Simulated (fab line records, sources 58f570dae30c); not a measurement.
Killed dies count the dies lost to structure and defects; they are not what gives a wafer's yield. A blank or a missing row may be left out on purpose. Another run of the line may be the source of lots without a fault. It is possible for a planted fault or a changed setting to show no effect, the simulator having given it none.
Commonality check across tools / flow berkeleyCmos170 / 45 wafers sampled across 15 lots

== THE REASON FOR OPENING IT ==
UCB170_ACTIVE_THK_MEAS_03, reading ACTIVE_OXIDE_THK: flagged on 3 of 15 lots. Fault-free wafers read 26.5 nm, with a standard deviation of 0.58.
Rule: a lot is flagged when every wafer of it that has a number lies more than 4 standard deviations from that mean, or none has a number. The other lots count as sound.

lot=L382; measured=day 4 04:48; on=filmMetro-04; ACTIVE_OXIDE_THK (nm), wafer by wafer=26.2 26.0 25.7; flag=
lot=L383; measured=day 4 04:50; on=filmMetro-02; ACTIVE_OXIDE_THK (nm), wafer by wafer=25.9 26.1 26.2; flag=
lot=L384; measured=day 4 11:28; on=filmMetro-04; ACTIVE_OXIDE_THK (nm), wafer by wafer=26.6 26.3 27.0; flag=
lot=L386; measured=day 4 16:08; on=filmMetro-01; ACTIVE_OXIDE_THK (nm), wafer by wafer=26.7 26.8 26.7; flag=
lot=L385; measured=day 4 18:41; on=filmMetro-04; ACTIVE_OXIDE_THK (nm), wafer by wafer=40.9 40.8 40.7; flag=FLAGGED
lot=L388; measured=day 5 02:17; on=filmMetro-04; ACTIVE_OXIDE_THK (nm), wafer by wafer=39.7 39.2 39.3; flag=FLAGGED
lot=L389; measured=day 5 15:55; on=filmMetro-04; ACTIVE_OXIDE_THK (nm), wafer by wafer=40.0 39.9 40.5; flag=FLAGGED
lot=L395; measured=day 6 16:56; on=filmMetro-01; ACTIVE_OXIDE_THK (nm), wafer by wafer=26.4 26.7 26.3; flag=
lot=L396; measured=day 6 22:40; on=filmMetro-04; ACTIVE_OXIDE_THK (nm), wafer by wafer=25.9 26.1 25.5; flag=
lot=L397; measured=day 7 07:03; on=filmMetro-02; ACTIVE_OXIDE_THK (nm), wafer by wafer=27.5 27.2 27.1; flag=
lot=L398; measured=day 7 07:04; on=filmMetro-01; ACTIVE_OXIDE_THK (nm), wafer by wafer=25.9 26.4 26.5; flag=
lot=L399; measured=day 7 12:17; on=filmMetro-01; ACTIVE_OXIDE_THK (nm), wafer by wafer=26.6 26.8 26.3; flag=
lot=L401; measured=day 7 18:37; on=filmMetro-01; ACTIVE_OXIDE_THK (nm), wafer by wafer=26.7 27.2 26.8; flag=
lot=L404; measured=day 8 17:16; on=filmMetro-04; ACTIVE_OXIDE_THK (nm), wafer by wafer=26.2 26.5 26.4; flag=
lot=L405; measured=day 8 17:16; on=filmMetro-01; ACTIVE_OXIDE_THK (nm), wafer by wafer=26.6 27.1 26.5; flag=
Average over the flagged lots: 40.1 nm; offset from the usual +13.6 nm, equal to +23 standard deviations.

== EACH LOT AND THE TOOL IT RAN ON ==
Before the reading, the record contains 2 process steps out of a 331-step route. Each cell gives the tool, then ch followed by the chambers the sampled wafers passed through, then the start.
lot=L382; flag=; UCB170_NWELL_ETCH_13=rieDiel-03 ch 1,3, day 2 15:20; UCB170_ACTIVE_OXIDATION_02=furnace-04 ch 0, day 4 03:27
lot=L383; flag=; UCB170_NWELL_ETCH_13=rieDiel-02 ch 0,2,3, day 2 15:26; UCB170_ACTIVE_OXIDATION_02=furnace-04 ch 0, day 4 03:27
lot=L384; flag=; UCB170_NWELL_ETCH_13=rieDiel-04 ch 2,3, day 2 20:19; UCB170_ACTIVE_OXIDATION_02=furnace-01 ch 0, day 4 10:07
lot=L386; flag=; UCB170_NWELL_ETCH_13=rieDiel-03 ch 0,1, day 3 04:04; UCB170_ACTIVE_OXIDATION_02=furnace-04 ch 0, day 4 14:44
lot=L385; flag=FLAGGED; UCB170_NWELL_ETCH_13=rieDiel-04 ch 0,2,3, day 3 01:06; UCB170_ACTIVE_OXIDATION_02=furnace-04 ch 0, day 4 14:44
lot=L388; flag=FLAGGED; UCB170_NWELL_ETCH_13=rieDiel-02 ch 0,2, day 3 10:14; UCB170_ACTIVE_OXIDATION_02=furnace-01 ch 0, day 4 22:20
lot=L389; flag=FLAGGED; UCB170_NWELL_ETCH_13=rieDiel-04 ch 0,2,3, day 3 18:30; UCB170_ACTIVE_OXIDATION_02=furnace-04 ch 0, day 5 13:01 and furnace-03 ch 0, day 5 14:33
lot=L395; flag=; UCB170_NWELL_ETCH_13=rieDiel-02 ch 0,1, day 5 02:34; UCB170_ACTIVE_OXIDATION_02=furnace-01 ch 0, day 6 15:35
lot=L396; flag=; UCB170_NWELL_ETCH_13=rieDiel-02 ch 0,1,3, day 5 08:20; UCB170_ACTIVE_OXIDATION_02=furnace-03 ch 0, day 6 21:17
lot=L397; flag=; UCB170_NWELL_ETCH_13=rieDiel-02 ch 1,2, day 5 14:30; UCB170_ACTIVE_OXIDATION_02=furnace-01 ch 0, day 7 05:42
lot=L398; flag=; UCB170_NWELL_ETCH_13=rieDiel-04 ch 1,2,3, day 5 14:59; UCB170_ACTIVE_OXIDATION_02=furnace-01 ch 0, day 7 05:42
lot=L399; flag=; UCB170_NWELL_ETCH_13=rieDiel-02 ch 2,3, day 6 00:01; UCB170_ACTIVE_OXIDATION_02=furnace-01 ch 0, day 7 10:33
lot=L401; flag=; UCB170_NWELL_ETCH_13=rieDiel-03 ch 1,2,3, day 6 04:45; UCB170_ACTIVE_OXIDATION_02=furnace-01 ch 0, day 7 17:14
lot=L404; flag=; UCB170_NWELL_ETCH_13=rieDiel-04 ch 1,2, day 6 20:53; UCB170_ACTIVE_OXIDATION_02=furnace-01 ch 0, day 8 15:55
lot=L405; flag=; UCB170_NWELL_ETCH_13=rieDiel-04 ch 0,2,3, day 7 04:26; UCB170_ACTIVE_OXIDATION_02=furnace-01 ch 0, day 8 15:55
What the steps here do:
- UCB170_NWELL_ETCH_13: etches Si3N4 in CH3F/Ar/O2, stops on SiO2, target depth 246.4 nm, time 154 s.
- UCB170_ACTIVE_OXIDATION_02: target thk 26.4 nm, ox time 1260 s.
- UCB170_ACTIVE_THK_MEAS_03

== FLAGGED AGAINST TOTAL, ONE TOOL AT A TIME (gauges that did the reading follow at the end) ==
step=UCB170_NWELL_ETCH_13; tool=rieDiel-02; lots run=6; flagged=1; share of the flagged lots=some; sound lots run after its first flagged lot=4 (L395,L396,L397,L399)
step=UCB170_NWELL_ETCH_13; tool=rieDiel-03; lots run=3; flagged=0; share of the flagged lots=none; sound lots run after its first flagged lot=-
step=UCB170_NWELL_ETCH_13; tool=rieDiel-04; lots run=6; flagged=2; share of the flagged lots=some; sound lots run after its first flagged lot=3 (L398,L404,L405)
step=UCB170_ACTIVE_OXIDATION_02; tool=furnace-01; lots run=9; flagged=1; share of the flagged lots=some; sound lots run after its first flagged lot=7 (L395,L397,L398,L399,L401,L404,L405)
step=UCB170_ACTIVE_OXIDATION_02; tool=furnace-03; lots run=2; flagged=1; share of the flagged lots=some; sound lots run after its first flagged lot=1 (L396)
step=UCB170_ACTIVE_OXIDATION_02; tool=furnace-04; lots run=5; flagged=2; share of the flagged lots=some; sound lots run after its first flagged lot=0
step=UCB170_ACTIVE_THK_MEAS_03; tool=filmMetro-01; lots run=6; flagged=0; share of the flagged lots=none; sound lots run after its first flagged lot=-
step=UCB170_ACTIVE_THK_MEAS_03; tool=filmMetro-02; lots run=2; flagged=0; share of the flagged lots=none; sound lots run after its first flagged lot=-
step=UCB170_ACTIVE_THK_MEAS_03; tool=filmMetro-04; lots run=7; flagged=3; share of the flagged lots=all; sound lots run after its first flagged lot=2 (L396,L404)

== WHAT THE TABLE ALLOWS ==
In the table, 1 row covers all flagged lots: filmMetro-04 at UCB170_ACTIVE_THK_MEAS_03.
- filmMetro-04 at UCB170_ACTIVE_THK_MEAS_03 ran 7 lots, 3 of them flagged. Lots that were sound ran on it after the first flagged one (L396, L404); a persistent fault on the entire tool would not allow that.
No row of the table ran every flagged lot and no sound lot after the first.

== WHAT THE SIMULATOR PUT IN ==
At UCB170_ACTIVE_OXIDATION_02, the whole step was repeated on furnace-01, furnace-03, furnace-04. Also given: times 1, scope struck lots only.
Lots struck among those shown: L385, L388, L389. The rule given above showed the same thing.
